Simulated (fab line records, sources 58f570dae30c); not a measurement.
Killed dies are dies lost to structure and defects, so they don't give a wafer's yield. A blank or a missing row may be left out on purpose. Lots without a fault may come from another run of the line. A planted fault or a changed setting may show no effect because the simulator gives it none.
Chamber matching | flow berkeley_cmos170 | UCB170_V2_CVD_00 on pecvd-02: 3 sister chambers
The step deposits SiO2 from TEOS/O2, target thk 2000 nm, time 250 s. 14 wafers are shown with their chamber, then 7 later ones without.

WAFERS WITH THEIR CHAMBER
wafer  | chamber | heater_power_w (W)
L398.1 | 1       | 404
L398.3 | 0       | 218
L398.4 | 1       | 278
L403.2 | 2       | 235
L403.3 | 1       | 335
L403.4 | 2       | 160
L406.3 | 1       | 294
L406.4 | 0       | 247
L406.5 | 2       | 158
L409.1 | 0       | 241
L409.3 | 1       | 382
L409.6 | 2       | 159
L410.1 | 0       | 209
L410.3 | 1       | 380

SIGNATURES (means of the wafers above)
reading        | chamber 0 | chamber 1 | chamber 2 | scatter within a chamber
heater_power_w | 228.75    | 345.50    | 178.00    | 41.1
Rule: a wafer's distance from a chamber is the root of the sum, over the readings, of the square of ((its reading less the chamber's mean) divided by the reading's scatter). The wafer belongs to the nearest chamber; if the next one is less than 2 further off, it can't be placed. The scatter: the root of (the sum of the squares of (reading less its chamber's mean) over the shown wafers, divided by (wafers less chambers)).

WAFERS WITHOUT THEIR CHAMBER
wafer  | heater_power_w (W)
L410.6 | 287
L416.1 | 193
L416.2 | 320
L416.6 | 253
L417.1 | 348
L417.2 | 186
L417.3 | 237

WHICH CHAMBER EACH WENT THROUGH
wafer  | from the rows above          | in truth
L410.6 | can't be placed: 0 or 1 or 2 | 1
L416.1 | can't be placed: 2 or 0      | 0
L416.2 | can't be placed: 1 or 0      | 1
L416.6 | can't be placed: 0 or 2 or 1 | 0
L417.1 | 1                            | 1
L417.2 | can't be placed: 2 or 0      | 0
L417.3 | can't be placed: 0 or 2      | 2
Placed correctly: 1 of 7. Can't be placed from these rows: 6 (the true chamber is among the candidates in 6). Placed wrongly: 0.
